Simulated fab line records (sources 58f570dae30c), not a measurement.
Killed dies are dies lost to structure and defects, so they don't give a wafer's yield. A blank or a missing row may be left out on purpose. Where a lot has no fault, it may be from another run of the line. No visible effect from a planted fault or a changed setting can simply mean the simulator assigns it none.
fab line records	flow berkeleyCmos170
record lots=5	wafers=15	lastDay=10
route steps=331 shown M1@251 V1@254 M2@271
lots that met no fault: from a run of the same line without faults
startH: the number of hours between the record's first day and the start of the first shown wafer of the lot	waitH: hours elapsed since this lot's preceding step	" unchanged from the row above	L1.1+2: several wafers, shown together as one row	- no value, or no start was given	* or withheld: withheld	< > ~ a bound
route shown NAME@n: NAME is a module with steps in the file, n the number in the route of the first one	usual: mean and standard deviation over wafers with no fault	same: alike in all rows	chamber/n: place in a boat	sites: each site's reading	_std_site: their standard deviation	_edge_site: mean of outer sites minus mean of inner sites	radiusMm: how far each site lies from the wafer's centre	mask NAME#n: copy n	behind: the last tool/chamber to shape the wafer	hold: what put the lot on hold/how long, in hours/how the hold closed	device: the transistor (n, p or np) that didn't switch	end of line: tests of these same wafers at the route's end	a step given without rows: its recipe and nothing more	killed: dies lost to structure and defects at the first sort, not the wafer's yield	map: shows each die of a wafer: x if killed, . if not, _ if none is there
set.NAME: the setting that was run; set.NAME@STEP: the one run at that earlier step	model.NAME: the simulator's own value behind a step, which no gauge read
lots seen at some steps along the route; tables by step, rows by wafer
services: when a tool's chamber went out of use (startH, in hours from the record's first day, below 0 if earlier), for how many hours, and the reason
## steps
# step UCB170_M1_STRIP_13
# recipe chemistry=O2	powerW=400	pressureMtorr=3500	platenTempC=withheld	o2FlowSccm=400	overashFraction=0.5
# usual drypumpMotorCurrentA=5.5/0.5	oesProductAu=0.720/0.0047
lot.wafer	tool	chamber	startH	waitH	drypumpMotorCurrentA	oesProductAu	rfHoursCounterH
L076.2	plasmaAsher-02	1	157.81	0.2	5.7	0.722	45
L076.3	"	0	"	"	5.6	0.714	-
L076.4	"	1	"	"	5.7	0.719	-
L077.1	plasmaAsher-04	0	166.83	0.1	5.2	0.725	5
L077.4	"	0	"	"	5.2	0.716	-
L077.5	"	0	"	"	5.2	0.714	-
L081.2	plasmaAsher-01	0	199.29	0.1	6.6	0.719	40
L081.5	"	1	"	"	5.9	0.723	-
L081.6	"	0	"	"	6.6	0.718	-
L084.1	plasmaAsher-01	1	209.58	0.1	5.9	0.723	41
L084.5	"	1	"	"	5.9	0.730	-
L084.6	"	0	"	"	6.6	0.714	-
L087.1	plasmaAsher-02	0	228.98	0.1	5.6	0.715	51
L087.3	"	0	"	"	5.6	0.727	-
L087.6	"	1	"	"	5.7	0.725	-
# step UCB170_M1_CD_MEAS_90
# recipe targetCdNm=700
# usual cdNm=700/3.1
lot.wafer	tool	chamber	startH	waitH	cdNm
L076.2	cdSem-01	-	157.93	0.1	699
L076.3	"	-	"	"	698
L076.4	"	-	"	"	699
L077.1	cdSem-02	-	167.06	0.2	704
L077.4	"	-	"	"	702
L077.5	"	-	"	"	701
L081.2	cdSem-01	-	199.41	0.1	698
L081.5	"	-	"	"	701
L081.6	"	-	"	"	699
L084.1	cdSem-02	-	209.68	0.1	698
L084.5	"	-	"	"	695
L084.6	"	-	"	"	693
L087.1	cdSem-02	-	229.08	0.1	699
L087.3	"	-	"	"	700
L087.6	"	-	"	"	701
# step UCB170_M1_ANNEAL_14
# recipe tempC=400	timeS=1200	ambient=formingGas
lot.wafer	tool	chamber	startH	waitH
L076.2+3+4	-	-	161.92	4.0
L077.1+4+5	-	-	171.01	3.9
L081.2+5+6	-	-	201.96	2.5
L084.1+5+6	-	-	210.52	0.8
L087.1+3+6	-	-	229.75	0.6
# step UCB170_V1_CVD_00
# recipe material=SiO2	targetThkNm=2000	tempC=390	precursor=TEOS/O2	timeS=250	rfW=550	pressureMtorr=9000
# usual heaterPowerW=246/46	susceptorTempC=389.98/0.24
lot.wafer	tool	chamber	startH	waitH	heaterPowerW	susceptorTempC
L076.2	pecvd-03	1	163.26	0.0	251	389.71
L076.3	"	0	"	"	297	389.95
L076.4	"	0	"	"	221	389.87
L077.1	pecvd-03	2	172.34	0.0	336	390.01
L077.4	"	1	"	"	174	390.19
L077.5	"	2	"	"	235	390.10
L081.2	pecvd-01	2	203.30	0.0	290	390.03
L081.5	"	2	"	"	213	389.87
L081.6	"	0	"	"	160	390.03
L084.1	pecvd-01	0	211.86	0.0	232	390.36
L084.5	"	1	"	"	278	389.59
L084.6	"	0	"	"	163	390.05
L087.1	pecvd-03	0	231.23	0.2	290	390.04
L087.3	"	1	"	"	205	390.18
L087.6	"	2	"	"	239	390.15
# step UCB170_V1_THK_MEAS_01
# recipe reads=SiO2_of_V1_CVD_00
# usual V1_TEOS_THK=1997/29
lot.wafer	tool	chamber	startH	waitH	V1_TEOS_THK[nm]
L076.2	filmMetro-01	-	163.42	0.1	1975
L076.3	"	-	"	"	1996
L076.4	"	-	"	"	2030
L077.1	filmMetro-03	-	172.49	0.1	1999
L077.4	"	-	"	"	2018
L077.5	"	-	"	"	2034
L081.2	filmMetro-03	-	203.46	0.1	1957
L081.5	"	-	"	"	1996
L081.6	"	-	"	"	1971
L084.1	filmMetro-01	-	212.01	0.1	1956
L084.5	"	-	"	"	2018
L084.6	"	-	"	"	1985
L087.1	filmMetro-02	-	231.39	0.1	1977
L087.3	"	-	"	"	1963
L087.6	"	-	"	"	1988
# step UCB170_V1_CMP_02
# recipe material=SiO2	downForcePsi=6	platenRpm=60	padVelocityMS=0.75398
# usual motorCurrentA=16.2/1.4
lot.wafer	tool	chamber	startH	waitH	motorCurrentA
L076.3	cmp-02	3	163.52	0.1	17.5
L076.2	"	0	"	"	15.1
L076.4	"	1	"	"	17.8
L077.4	cmp-02	0	172.55	0.0	15.0
L077.1	"	3	"	"	16.5
L077.5	"	0	"	"	14.8
L081.2	cmp-01	1	203.51	0.0	15.1
L081.6	"	1	"	"	14.1
L081.5	"	2	"	"	16.3
L084.1	cmp-01	0	212.22	0.2	16.3
L084.5	"	1	"	"	14.6
L084.6	"	2	"	"	16.8
L087.3	cmp-01	3	231.59	0.2	15.0
L087.1	"	1	"	"	14.8
L087.6	"	3	"	"	15.5
# step UCB170_V1_BOW_MEAS_03
# recipe mode=bow
# usual V1_BOW=18/6.9
lot.wafer	tool	chamber	startH	waitH	V1_BOW[um]
L076.2	filmMetro-02	-	163.79	0.2	19
L076.3	"	-	"	"	20
L076.4	"	-	"	"	18
L077.1	filmMetro-01	-	172.85	0.1	16
L077.4	"	-	"	"	24
L077.5	"	-	"	"	17
L081.2	filmMetro-02	-	203.83	0.3	15
L081.5	"	-	"	"	9
L081.6	"	-	"	"	23
L084.1	filmMetro-03	-	212.37	0.1	17
L084.5	"	-	"	"	20
L084.6	"	-	"	"	15
L087.1	filmMetro-03	-	231.89	0.1	19
L087.3	"	-	"	"	8
L087.6	"	-	"	"	11
# step UCB170_V1_THK_MEAS_04
# recipe reads=SiO2_of_V1_CVD_00
# usual V1_POLISHED_THK=999.6/1.8
lot.wafer	tool	chamber	startH	waitH	V1_POLISHED_THK[nm]
L076.2	filmMetro-02	-	163.90	0.1	999.9
L076.3	"	-	"	"	997.3
L076.4	"	-	"	"	998.0
L077.1	filmMetro-01	-	172.97	0.1	998.2
L077.4	"	-	"	"	999.5
L077.5	"	-	"	"	998.4
L081.2	filmMetro-02	-	203.94	0.1	998.8
L081.5	"	-	"	"	997.7
L081.6	"	-	"	"	999.3
L084.1	filmMetro-03	-	212.49	0.1	1002.8
L084.5	"	-	"	"	998.8
L084.6	"	-	"	"	1000.0
L087.1	filmMetro-03	-	232.01	0.1	999.4
L087.3	"	-	"	"	996.6
L087.6	"	-	"	"	996.8
# step UCB170_V1_CLEAN_05
# recipe chemistry=DIW
lot.wafer	tool	chamber	startH	waitH
L076.2+3+4	wetBench-01	0	164.34	0.4
L077.1+4+5	wetBench-01	2	173.16	0.2
L081.2+5+6	wetBench-04	1	206.74	2.8
L084.1+5+6	wetBench-03	0	213.38	0.9
L087.1+3+6	wetBench-04	1	233.77	1.7
# step UCB170_V1_HMDS_06
# recipe primeTimeS=60	primeTempC=100
lot.wafer	tool	chamber	startH	waitH
L076.2+3+4	lithoTrack-02	0	164.55	0.0
L077.1+4+5	lithoTrack-03	0	173.77	0.4
L081.2+5+6	lithoTrack-02	0	206.98	0.0
L084.1+5+6	lithoTrack-02	0	214.22	0.6
L087.1+3+6	lithoTrack-03	0	233.96	0.0
# step UCB170_V1_COAT_07
# recipe resist=KrF	spinRpm=1500	resistThkNm=900
# usual dispensePressureKPa=49/7.1
lot.wafer	tool	chamber	startH	waitH	dispensePressureKPa
L076.2	lithoTrack-02	0	164.70	0.1	57
L076.3	"	0	"	"	57
L076.4	"	0	"	"	57
L077.1	lithoTrack-03	0	173.92	0.1	44
L077.4	"	0	"	"	44
L077.5	"	0	"	"	44
L081.2	lithoTrack-02	0	207.13	0.1	57
L081.5	"	0	"	"	57
L081.6	"	0	"	"	57
L084.1	lithoTrack-02	0	214.37	0.1	57
L084.5	"	0	"	"	57
L084.6	"	0	"	"	57
L087.1	lithoTrack-03	0	234.11	0.1	44
L087.3	"	0	"	"	44
L087.6	"	0	"	"	44
# step UCB170_V1_SOFTBAKE_08
# recipe resist=KrF	tempC=130	timeS=60
lot.wafer	tool	chamber	startH	waitH
L076.2+3+4	lithoTrack-02	0	164.85	0.1
L077.1+4+5	lithoTrack-03	0	174.07	0.1
L081.2+5+6	lithoTrack-02	0	207.28	0.1
L084.1+5+6	lithoTrack-02	0	214.52	0.1
L087.1+3+6	lithoTrack-03	0	234.26	0.1
# step UCB170_V1_EXPOSE_09
# recipe maskId=VIA1	targetCdNm=700	na=0.5	sigmaOuter=0.6	sourceShape=conventional	doseMj=37
# usual exposureDoseMJCm2=37.00/0.038	reticleTempC=23.00/0.11	stageVelMmS=500.00/0.24
# same na=0.5
lot.wafer	tool	chamber	startH	waitH	mask	exposureDoseMJCm2	reticleTempC	stageVelMmS
L076.2	krfScanner-02	0	165.00	0.1	VIA1#0	37.02	22.98	499.87
L076.3	"	0	"	"	VIA1#0	37.01	23.08	499.87
L076.4	"	0	"	"	VIA1#0	37.05	22.91	499.96
L077.1	krfScanner-02	0	174.39	0.3	VIA1#0	36.96	23.15	499.68
L077.4	"	0	"	"	VIA1#0	36.98	22.95	500.14
L077.5	"	0	"	"	VIA1#0	36.98	22.92	499.55
L081.2	krfScanner-02	0	207.42	0.1	VIA1#0	36.97	22.95	500.31
L081.5	"	0	"	"	VIA1#0	36.94	22.84	499.76
L081.6	"	0	"	"	VIA1#0	36.95	22.82	500.17
L084.1	krfScanner-02	0	214.67	0.1	VIA1#0	36.98	22.93	500.25
L084.5	"	0	"	"	VIA1#0	36.95	22.89	499.70
L084.6	"	0	"	"	VIA1#0	36.99	22.92	499.79
L087.1	krfScanner-01	0	234.56	0.3	VIA1#0	37.07	22.89	500.12
L087.3	"	0	"	"	VIA1#0	37.07	22.89	499.80
L087.6	"	0	"	"	VIA1#0	37.05	23.04	499.73
# step UCB170_V1_PEB_10
# recipe pebTempC=130	pebTimeS=withheld	resist=KrF
lot.wafer	tool	chamber	startH	waitH
L076.2+3+4	lithoTrack-02	0	165.12	0.1
L077.1+4+5	lithoTrack-02	0	174.65	0.2
L081.2+5+6	lithoTrack-03	0	207.54	0.1
L084.1+5+6	lithoTrack-01	0	215.02	0.3
L087.1+3+6	lithoTrack-02	0	234.68	0.1
# step UCB170_V1_DEVELOP_11
# recipe developer=TMAH	developTimeS=45	resist=KrF	devTempC=21
lot.wafer	tool	chamber	startH	waitH
L076.2+3+4	lithoTrack-02	0	-	-
L077.1+4+5	lithoTrack-02	0	-	-
L081.2+5+6	lithoTrack-03	0	-	-
L084.1+5+6	lithoTrack-01	0	-	-
L087.1+3+6	lithoTrack-02	0	-	-
# step UCB170_V1_CD_MEAS_12
# recipe targetCdNm=700
# usual cdNm=700.1/1.5
lot.wafer	tool	chamber	startH	waitH	cdNm
L076.2	cdSem-01	-	165.39	-	699.6
L076.3	"	-	"	"	698.3
L076.4	"	-	"	"	696.9
L077.1	cdSem-02	-	174.98	-	698.8
L077.4	"	-	"	"	699.9
L077.5	"	-	"	"	699.4
L081.2	cdSem-01	-	207.81	-	701.4
L081.5	"	-	"	"	702.0
L081.6	"	-	"	"	702.7
L084.1	cdSem-01	-	215.30	-	701.5
L084.5	"	-	"	"	702.3
L084.6	"	-	"	"	701.2
L087.1	cdSem-01	-	234.95	-	702.1
L087.3	"	-	"	"	701.8
L087.6	"	-	"	"	701.8
# step UCB170_V1_OVL_MEAS_13
# usual V1_OVL=-3/5.9
lot.wafer	tool	chamber	startH	waitH	V1_OVL[nm]
L076.2	overlay-02	-	165.49	0.1	-5
L076.3	"	-	"	"	11
L076.4	"	-	"	"	-1
L077.1	overlay-02	-	175.10	0.1	2
L077.4	"	-	"	"	-6
L077.5	"	-	"	"	2
L081.2	overlay-01	-	207.92	0.1	1
L081.5	"	-	"	"	2
L081.6	"	-	"	"	-1
L084.1	overlay-02	-	215.42	0.1	-1
L084.5	"	-	"	"	1
L084.6	"	-	"	"	-6
L087.1	overlay-01	-	235.07	0.1	-7
L087.3	"	-	"	"	-8
L087.6	"	-	"	"	-2
# step UCB170_V1_ETCH_14
# recipe chemistry=CHF3/CF4/Ar	target=SiO2	stopOn=Al	CHF3_flow_sccm=45	cf4FlowSccm=15	Ar_flow_sccm=150	pressureMtorr=200	rfW=686.3	targetDepthA=12500	overEtchFrac=0.25	timeS=291
# usual drypumpMotorCurrentA=5.7/0.39	oesProductAu=0.873/0.016	throttleValvePct=6.99/0.13
lot.wafer	tool	chamber	startH	waitH	drypumpMotorCurrentA	oesProductAu	rfHoursCounterH	throttleValvePct
L076.2	rieDiel-01	2	165.52	0.0	5.9	0.863	70	6.95
L076.3	"	0	"	"	5.9	0.854	113	7.04
L076.4	"	3	"	"	6.4	0.892	54	7.12
L077.1	rieDiel-03	1	175.13	0.0	5.4	0.902	12	6.76
L077.4	"	0	"	"	5.6	0.862	-	7.09
L077.5	"	3	"	"	5.1	0.871	-	7.05
L081.2	rieDiel-01	1	207.95	0.0	5.7	0.890	25	7.17
L081.5	"	3	"	"	6.4	0.896	-	7.12
L081.6	"	2	"	"	5.9	0.866	-	6.94
L084.1	rieDiel-03	1	215.46	0.0	5.4	0.895	13	6.77
L084.5	"	2	"	"	5.5	0.869	-	7.15
L084.6	"	1	"	"	5.4	0.893	-	6.77
L087.1	rieDiel-04	2	235.11	0.0	5.8	0.868	47	7.00
L087.3	"	1	"	"	4.9	0.849	1	6.95
L087.6	"	1	"	"	4.9	0.854	-	6.93
# step UCB170_V1_STRIP_15
# recipe chemistry=O2	powerW=400	pressureMtorr=3500	platenTempC=withheld	o2FlowSccm=400	overashFraction=0.5
# usual drypumpMotorCurrentA=5.8/0.3	oesProductAu=0.722/0.0042	stripTimeToEndpointS=15.34/0.17
lot.wafer	tool	chamber	startH	waitH	drypumpMotorCurrentA	oesProductAu	rfHoursCounterH	stripTimeToEndpointS
L076.2	plasmaAsher-03	0	165.70	0.1	5.6	0.719	47	15.26
L076.3	"	0	"	"	5.6	0.730	-	15.23
L076.4	"	1	"	"	5.9	0.724	-	15.21
L077.1	plasmaAsher-03	1	175.31	0.1	5.9	0.722	48	15.38
L077.4	"	1	"	"	5.9	0.723	-	15.65
L077.5	"	0	"	"	5.7	0.714	-	15.58
L081.2	plasmaAsher-03	1	208.13	0.1	5.9	0.721	50	15.08
L081.5	"	1	"	"	5.9	0.719	-	15.14
L081.6	"	0	"	"	5.6	0.722	-	15.49
L084.1	plasmaAsher-03	1	215.72	0.2	5.9	0.724	51	15.35
L084.5	"	1	"	"	5.9	0.721	-	15.50
L084.6	"	0	"	"	5.7	0.721	-	15.34
L087.1	plasmaAsher-03	1	235.29	0.1	5.8	0.720	53	15.29
L087.3	"	0	"	"	5.7	0.719	-	15.08
L087.6	"	1	"	"	5.9	0.715	-	15.17
# step UCB170_V1_CD_MEAS_90
# recipe targetCdNm=700
# usual cdNm=700.1/2
lot.wafer	tool	chamber	startH	waitH	cdNm
L076.2	cdSem-02	-	165.82	0.1	699.3
L076.3	"	-	"	"	697.9
L076.4	"	-	"	"	699.0
L077.1	cdSem-01	-	175.41	0.1	698.3
L077.4	"	-	"	"	699.1
L077.5	"	-	"	"	698.4
L081.2	cdSem-01	-	208.25	0.1	704.0
L081.5	"	-	"	"	704.6
L081.6	"	-	"	"	702.3
L084.1	cdSem-01	-	215.82	0.1	701.4
L084.5	"	-	"	"	700.9
L084.6	"	-	"	"	700.9
L087.1	cdSem-01	-	235.39	0.1	703.1
L087.3	"	-	"	"	703.2
L087.6	"	-	"	"	703.9
# step UCB170_M2_PRE_CLEAN_00
# recipe gas=Ar	precleanEtchTimeS=60
lot.wafer	tool	chamber	startH	waitH
L076.2+3+4	pvdSputter-02	-	165.92	0.1
L077.1+4+5	pvdSputter-02	-	175.53	0.1
L081.2+5+6	pvdSputter-04	-	208.35	0.1
L084.1+5+6	pvdSputter-02	-	215.94	0.1
L087.1+3+6	pvdSputter-02	-	235.51	0.1
# step UCB170_M2_SPUTTER_01
# recipe material=Al	targetThkNm=900	timeS=120	powerW=6000	chamberPressurePa=0.5
# usual throttleValvePct=29.3/0.97
lot.wafer	tool	chamber	startH	waitH	throttleValvePct
L076.2	pvdSputter-02	-	165.99	0.0	29.1
L076.3	"	-	"	"	28.8
L076.4	"	-	"	"	30.8
L077.1	pvdSputter-02	-	175.60	0.0	28.7
L077.4	"	-	"	"	31.4
L077.5	"	-	"	"	30.7
L081.2	pvdSputter-04	-	208.41	0.0	28.4
L081.5	"	-	"	"	29.4
L081.6	"	-	"	"	29.1
L084.1	pvdSputter-02	-	216.01	0.0	28.6
L084.5	"	-	"	"	29.2
L084.6	"	-	"	"	29.0
L087.1	pvdSputter-02	-	235.57	0.0	31.5
L087.3	"	-	"	"	28.7
L087.6	"	-	"	"	28.9
# step UCB170_M2_RS_MEAS_02
# recipe thkMeasGauge=four-point-probe	reads=Al_of_M2_SPUTTER_01
# usual M2_AL_RS=0.0321/0.00039
lot.wafer	tool	chamber	startH	waitH	M2_AL_RS[ohm/sq]
L076.2	filmMetro-02	-	166.09	0.1	0.0327
L076.3	"	-	"	"	0.0320
L076.4	"	-	"	"	0.0318
L077.1	filmMetro-01	-	175.68	0.0	0.0314
L077.4	"	-	"	"	0.0317
L077.5	"	-	"	"	0.0313
L081.2	filmMetro-04	-	208.52	0.1	0.0320
L081.5	"	-	"	"	0.0326
L081.6	"	-	"	"	0.0323
L084.1	filmMetro-01	-	216.09	0.0	0.0319
L084.5	"	-	"	"	0.0328
L084.6	"	-	"	"	0.0321
L087.1	filmMetro-04	-	235.66	0.0	0.0319
L087.3	"	-	"	"	0.0319
L087.6	"	-	"	"	0.0318
# step UCB170_M2_THK_MEAS_03
# recipe thkMeasGauge=xrf	reads=Al_of_M2_SPUTTER_01
# usual M2_AL_THK=905/12
lot.wafer	tool	chamber	startH	waitH	M2_AL_THK[nm]
L076.2	filmMetro-02	-	166.20	0.1	888
L076.3	"	-	"	"	909
L076.4	"	-	"	"	912
L077.1	filmMetro-01	-	175.80	0.1	936
L077.4	"	-	"	"	918
L077.5	"	-	"	"	934
L081.2	filmMetro-04	-	208.63	0.1	909
L081.5	"	-	"	"	896
L081.6	"	-	"	"	902
L084.1	filmMetro-01	-	216.21	0.1	904
L084.5	"	-	"	"	880
L084.6	"	-	"	"	901
L087.1	filmMetro-04	-	235.78	0.1	905
L087.3	"	-	"	"	909
L087.6	"	-	"	"	918
# step UCB170_M2_HMDS_04
# recipe primeTimeS=60	primeTempC=100.5
lot.wafer	tool	chamber	startH	waitH
L076.2+3+4	lithoTrack-04	0	166.51	0.3
L077.1+4+5	lithoTrack-02	0	175.86	0.1
L081.2+5+6	lithoTrack-02	0	209.15	0.5
L084.1+5+6	lithoTrack-02	0	216.27	0.1
L087.1+3+6	lithoTrack-03	0	236.10	0.3
# step UCB170_M2_COAT_05
# recipe resist=KrF	spinRpm=1500	resistThkNm=900
# usual dispensePressureKPa=52/6
lot.wafer	tool	chamber	startH	waitH	dispensePressureKPa
L076.2	lithoTrack-04	0	166.66	0.1	54
L076.3	"	0	"	"	54
L076.4	"	0	"	"	54
L077.1	lithoTrack-02	0	176.01	0.1	57
L077.4	"	0	"	"	57
L077.5	"	0	"	"	57
L081.2	lithoTrack-02	0	209.30	0.1	57
L081.5	"	0	"	"	57
L081.6	"	0	"	"	57
L084.1	lithoTrack-02	0	216.42	0.1	57
L084.5	"	0	"	"	57
L084.6	"	0	"	"	57
L087.1	lithoTrack-03	0	236.25	0.1	44
L087.3	"	0	"	"	44
L087.6	"	0	"	"	44
# step UCB170_M2_SOFTBAKE_06
# recipe resist=KrF	tempC=130	timeS=60
lot.wafer	tool	chamber	startH	waitH
L076.2+3+4	lithoTrack-04	0	166.81	0.1
L077.1+4+5	lithoTrack-02	0	176.16	0.1
L081.2+5+6	lithoTrack-02	0	209.45	0.1
L084.1+5+6	lithoTrack-02	0	216.57	0.1
L087.1+3+6	lithoTrack-03	0	236.40	0.1
# step UCB170_M2_STRIP_07
# recipe chemistry=O2	powerW=400	pressureMtorr=3500	platenTempC=withheld	o2FlowSccm=400	overashFraction=0.5
# usual drypumpMotorCurrentA=5.4/0.31	oesProductAu=0.735/0.004	stripTimeToEndpointS=21.99/0.063
lot.wafer	tool	chamber	startH	waitH	drypumpMotorCurrentA	oesProductAu	rfHoursCounterH	stripTimeToEndpointS
L076.2	plasmaAsher-03	0	166.94	0.1	5.6	0.735	47	21.95
L076.3	"	0	"	"	5.7	0.737	-	21.93
L076.4	"	1	"	"	5.9	0.742	-	21.90
L077.1	plasmaAsher-03	1	176.31	0.1	5.9	0.736	48	21.99
L077.4	"	0	"	"	5.6	0.733	-	22.05
L077.5	"	1	"	"	5.9	0.735	-	21.94
L081.2	plasmaAsher-03	0	209.58	0.1	5.7	0.737	50	21.87
L081.5	"	0	"	"	5.7	0.739	-	21.92
L081.6	"	1	"	"	5.9	0.746	-	21.96
L084.1	plasmaAsher-04	0	216.72	0.1	5.2	0.740	9	21.90
L084.5	"	0	"	"	5.2	0.735	-	21.96
L084.6	"	1	"	"	5.0	0.732	-	21.92
L087.1	plasmaAsher-02	0	236.55	0.1	5.6	0.740	53	22.11
L087.3	"	0	"	"	5.6	0.737	-	22.08
L087.6	"	0	"	"	5.6	0.738	-	22.11
# step UCB170_M2_STRIP_08
# recipe chemistry=DMSO	tempC=80	timeS=600	material=KrF
lot.wafer	tool	chamber	startH	waitH
L076.2+3+4	wetBench-01	3	167.04	0.1
L077.1+4+5	wetBench-03	2	177.25	0.9
L081.2+5+6	wetBench-03	0	212.51	2.9
L084.1+5+6	wetBench-02	2	217.89	1.1
L087.1+3+6	wetBench-03	2	236.65	0.1
# step UCB170_M2_COAT_09
# recipe resist=BARC	tempC=withheld	timeS=withheld	spinRpm=3000	resistThkNm=withheld
# usual dispensePressureKPa=53/4.8
lot.wafer	tool	chamber	startH	waitH	dispensePressureKPa
L076.2	lithoTrack-04	0	167.25	0.0	54
L076.3	"	0	"	"	54
L076.4	"	0	"	"	54
L077.1	lithoTrack-02	0	177.96	0.5	57
L077.4	"	0	"	"	57
L077.5	"	0	"	"	57
L081.2	lithoTrack-02	0	212.80	0.1	57
L081.5	"	0	"	"	57
L081.6	"	0	"	"	57
L084.1	lithoTrack-04	0	218.48	0.2	54
L084.5	"	0	"	"	54
L084.6	"	0	"	"	54
L087.1	lithoTrack-04	0	237.00	0.2	54
L087.3	"	0	"	"	54
L087.6	"	0	"	"	54
# step UCB170_M2_COAT_10
# recipe resist=KrF	spinRpm=1500	resistThkNm=900
# usual dispensePressureKPa=53/4.8
lot.wafer	tool	chamber	startH	waitH	dispensePressureKPa
L076.2	lithoTrack-04	0	-	-	54
L076.3	"	0	"	"	54
L076.4	"	0	"	"	54
L077.1	lithoTrack-02	0	-	-	57
L077.4	"	0	"	"	57
L077.5	"	0	"	"	57
L081.2	lithoTrack-02	0	-	-	57
L081.5	"	0	"	"	57
L081.6	"	0	"	"	57
L084.1	lithoTrack-04	0	-	-	54
L084.5	"	0	"	"	54
L084.6	"	0	"	"	54
L087.1	lithoTrack-04	0	-	-	54
L087.3	"	0	"	"	54
L087.6	"	0	"	"	54
# step UCB170_M2_SOFTBAKE_11
# recipe resist=KrF	tempC=130	timeS=60
lot.wafer	tool	chamber	startH	waitH
L076.2+3+4	lithoTrack-04	0	-	-
L077.1+4+5	lithoTrack-02	0	-	-
L081.2+5+6	lithoTrack-02	0	-	-
L084.1+5+6	lithoTrack-04	0	-	-
L087.1+3+6	lithoTrack-04	0	-	-
# step UCB170_M2_EXPOSE_12
# recipe maskId=METAL2	targetCdNm=700	na=0.5	sigmaOuter=0.6	sourceShape=conventional	doseMj=26
# usual exposureDoseMJCm2=25.997/0.025	reticleTempC=22.99/0.11	stageVelMmS=500.02/0.26
# same na=0.5
lot.wafer	tool	chamber	startH	waitH	mask	exposureDoseMJCm2	reticleTempC	stageVelMmS
L076.2	krfScanner-02	0	167.82	-	METAL2#0	25.990	23.06	500.16
L076.3	"	0	"	"	METAL2#0	25.976	23.04	500.40
L076.4	"	0	"	"	METAL2#0	25.984	23.23	500.58
L077.1	krfScanner-01	0	178.54	-	METAL2#0	26.006	23.08	500.21
L077.4	"	0	"	"	METAL2#0	25.985	23.09	500.19
L077.5	"	0	"	"	METAL2#0	26.003	23.07	500.13
L081.2	krfScanner-01	0	213.36	-	METAL2#0	25.995	22.98	499.92
L081.5	"	0	"	"	METAL2#0	26.012	23.01	500.14
L081.6	"	0	"	"	METAL2#0	26.012	23.07	500.26
L084.1	krfScanner-01	0	218.93	-	METAL2#0	26.031	23.15	499.79
L084.5	"	0	"	"	METAL2#0	26.032	23.04	499.43
L084.6	"	0	"	"	METAL2#0	26.029	23.04	499.59
L087.1	krfScanner-02	0	237.45	-	METAL2#0	26.019	23.01	499.75
L087.3	"	0	"	"	METAL2#0	25.970	22.95	499.75
L087.6	"	0	"	"	METAL2#0	26.007	22.91	500.26
# step UCB170_M2_PEB_13
# recipe pebTempC=130	pebTimeS=withheld	resist=KrF
lot.wafer	tool	chamber	startH	waitH
L076.2+3+4	lithoTrack-03	0	168.04	0.2
L077.1+4+5	lithoTrack-04	0	178.96	0.4
L081.2+5+6	lithoTrack-04	0	214.15	0.8
L084.1+5+6	lithoTrack-03	0	219.12	0.2
L087.1+3+6	lithoTrack-04	0	237.57	0.1
## services
tool	chamber	startH	hours	kind
rieDiel-04	0	134.18	4.5	repair
wetBench-01	-	135.26	4.9	repair
cmp-02	-	139.38	0.9	repair
rieDiel-03	0	143.74	3.4	repair
krfScanner-01	-	146.86	4.4	pm
wetBench-02	-	151.31	38.1	pm
furnace-04	-	155.96	3.9	pm
rieDiel-03	-	160.25	2.2	repair
krfScanner-02	-	161.59	1.0	pm
krfScanner-01	-	164.61	1.0	pm
wetBench-01	-	173.75	51.5	pm
cmp-01	-	188.96	3.5	pm
krfScanner-01	-	202.97	0.8	repair
cmp-01	-	208.79	1.4	repair
pvdSputter-02	-	209.34	2.7	repair
rieDiel-03	0	210.64	10.1	repair
cmp-02	-	211.45	0.4	repair
furnace-03	-	211.86	3.1	pm
rieDiel-03	3	212.10	8.1	repair
plasmaAsher-01	-	212.80	1.1	repair
plasmaAsher-01	-	228.35	28.1	pm
cmp-01	-	232.00	4.0	pm
krfScanner-01	-	232.13	1.3	pm
plasmaAsher-03	-	235.74	4.2	pm
## key
fault none
